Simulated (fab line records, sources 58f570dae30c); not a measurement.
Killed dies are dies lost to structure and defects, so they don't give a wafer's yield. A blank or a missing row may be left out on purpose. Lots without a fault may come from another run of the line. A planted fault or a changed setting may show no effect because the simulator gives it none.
Which tool did it? | flow berkeley_cmos170 | 14 lots, 42 wafers sampled, at 3 steps of a route of 331

WHAT THE GAUGES READ, wafer by wafer
UCB170_M2_OVL_MEAS_16. Usual: M2_OVL -2 nm, standard deviation 6.7.
lot  | measured     | on         | M2_OVL (nm) | flag
L954 | day 8 08:11  | overlay-01 | 6 2 5       |
L955 | day 8 08:14  | overlay-01 | -14 -12 -9  |
L957 | day 9 05:04  | overlay-01 | 0 0 4       |
L958 | day 9 04:47  | overlay-02 | -5 -7 -6    |
L956 | day 9 05:23  | overlay-01 | -5 5 3      |
L962 | day 9 07:37  | overlay-02 | -8 -12 -11  |
L963 | day 9 08:36  | overlay-02 | -11 -13 -1  |
L960 | day 9 12:46  | overlay-02 | -3 -10 -4   |
L968 | day 11 03:13 | overlay-02 | -8 -9 -4    |
L970 | day 11 03:59 | overlay-02 | -2 1 -3     |
L973 | day 11 19:42 | overlay-02 | -3 1 5      |
L975 | day 12 04:12 | overlay-02 | 2 -1 -1     |
L976 | day 12 14:25 | overlay-01 | -6 -5 0     |
L977 | day 12 19:43 | overlay-01 | 4 2 6       |

WHICH TOOL RAN EACH LOT (tool, then ch and the chambers of the sampled wafers, then the start)
lot  | UCB170_BACKSIDE_STRIP_03             | UCB170_SDANNEAL_RTA_01
L954 | plasma_asher-01 ch 0,1, day 7 09:06  | rtp_anneal-02 ch 0, day 7 09:27
L955 | plasma_asher-01 ch 0,1, day 7 09:41  | rtp_anneal-01 ch 0, day 7 10:02
L957 | plasma_asher-01 ch 0,1, day 8 03:38  | rtp_anneal-02 ch 0, day 8 04:38
L958 | plasma_asher-02 ch 1, day 8 03:38    | rtp_anneal-01 ch 0, day 8 04:45
L956 | plasma_asher-04 ch 0,1, day 8 03:49  | rtp_anneal-02 ch 0, day 8 04:45
L962 | plasma_asher-01 ch 0,1, day 8 13:01  | rtp_anneal-01 ch 0, day 8 13:53
L963 | plasma_asher-01 ch 0,1, day 8 14:59  | rtp_anneal-01 ch 0, day 8 16:21
L960 | plasma_asher-01 ch 0,1, day 8 17:13  | rtp_anneal-02 ch 0, day 8 18:02
L968 | plasma_asher-02 ch 0,1, day 10 07:36 | rtp_anneal-01 ch 0, day 10 07:56
L970 | plasma_asher-04 ch 0,1, day 10 08:03 | rtp_anneal-01 ch 0, day 10 08:25
L973 | plasma_asher-04 ch 0,1, day 10 21:20 | rtp_anneal-02 ch 0, day 10 21:41
L975 | plasma_asher-02 ch 0,1, day 11 09:26 | rtp_anneal-02 ch 0, day 11 09:47
L976 | plasma_asher-02 ch 0,1, day 11 20:24 | rtp_anneal-01 ch 0, day 11 20:45
L977 | plasma_asher-04 ch 0,1, day 11 23:01 | rtp_anneal-02 ch 0, day 11 23:22
- UCB170_BACKSIDE_STRIP_03: strips in O2.
- UCB170_SDANNEAL_RTA_01: time 5 s.

WHAT THE TOOLS THEMSELVES READ (means of the sampled wafers that have a number; where no wafer has one, the mark that the record gives instead)
UCB170_BACKSIDE_STRIP_03. Usual: drypump_motor_current_A 5.7 A, standard deviation 0.49; o2_flow_sccm 400.0 sccm, standard deviation 1.2; oes_product_au 0.735 a.u., standard deviation 0.005; strip_time_to_endpoint_s 21.97 s, standard deviation 0.056.
lot  | tool            | drypump_motor_current_A (A) | o2_flow_sccm (sccm) | oes_product_au (a.u.) | strip_time_to_endpoint_s (s) | flag
L954 | plasma_asher-01 | 5.3                         | 399.7               | 0.738                 | 21.95                        |
L955 | plasma_asher-01 | 5.4                         | 399.7               | 0.733                 | 21.89                        |
L957 | plasma_asher-01 | 5.6                         | 398.4               | 0.735                 | 21.95                        |
L958 | plasma_asher-02 | 5.9                         | 400.6               | 0.734                 | 22.00                        |
L956 | plasma_asher-04 | 6.1                         | 401.1               | 0.739                 | 22.02                        |
L962 | plasma_asher-01 | 5.3                         | 399.8               | 0.735                 | 21.92                        |
L963 | plasma_asher-01 | 5.6                         | 400.1               | 0.737                 | 22.02                        |
L960 | plasma_asher-01 | 5.3                         | 399.3               | 0.739                 | 22.03                        |
L968 | plasma_asher-02 | 5.3                         | 400.7               | 0.728                 | 21.94                        |
L970 | plasma_asher-04 | 6.2                         | 400.6               | 0.735                 | 21.96                        |
L973 | plasma_asher-04 | 6.2                         | 399.4               | 0.737                 | 22.00                        |
L975 | plasma_asher-02 | 5.7                         | 399.8               | 0.730                 | 22.00                        |
L976 | plasma_asher-02 | 5.6                         | 399.3               | 0.733                 | 22.07                        |
L977 | plasma_asher-04 | 6.3                         | 400.4               | 0.739                 | 22.00                        |

UCB170_SDANNEAL_RTA_01. Usual: lamp_power_pct 36.8 %, standard deviation 1.4; wafer_temp_C_max 1053.4, standard deviation 0.67.
lot  | tool          | lamp_power_pct (%) | wafer_temp_C_max | flag
L954 | rtp_anneal-02 | 38.2               | 1053.8           |
L955 | rtp_anneal-01 | 35.5               | 1053.1           |
L957 | rtp_anneal-02 | 38.2               | 1053.5           |
L958 | rtp_anneal-01 | 35.5               | 1052.5           |
L956 | rtp_anneal-02 | 38.3               | 1053.3           |
L962 | rtp_anneal-01 | 35.5               | 1053.2           |
L963 | rtp_anneal-01 | 35.5               | 1053.1           |
L960 | rtp_anneal-02 | 38.3               | 1054.4           |
L968 | rtp_anneal-01 | 35.5               | 1053.5           |
L970 | rtp_anneal-01 | 35.5               | 1053.5           |
L973 | rtp_anneal-02 | 38.3               | 1054.2           |
L975 | rtp_anneal-02 | 38.2               | 1053.9           |
L976 | rtp_anneal-01 | 35.5               | 1053.2           |
L977 | rtp_anneal-02 | 38.3               | 1053.3           |

THE ANSWER, worked out from the rows above alone
Rule: a lot is off if the mean of its wafers that have a number lies more than 3 standard deviations from the usual mean. A lot without any number at a reading at which 4 lots or more have one is off too. The other lots that the step has rows for count as sound. The gauges are gone through in route order, then the tools' own readings, and for those a lot's mean is taken as printed above. The first step at which some lot is off is used, and at that step the reading that is off furthest; a lot without a number counts as furthest.
No lot is off at any reading shown: from this, nothing can be told.

WHAT THE SIMULATOR HAD PUT IN
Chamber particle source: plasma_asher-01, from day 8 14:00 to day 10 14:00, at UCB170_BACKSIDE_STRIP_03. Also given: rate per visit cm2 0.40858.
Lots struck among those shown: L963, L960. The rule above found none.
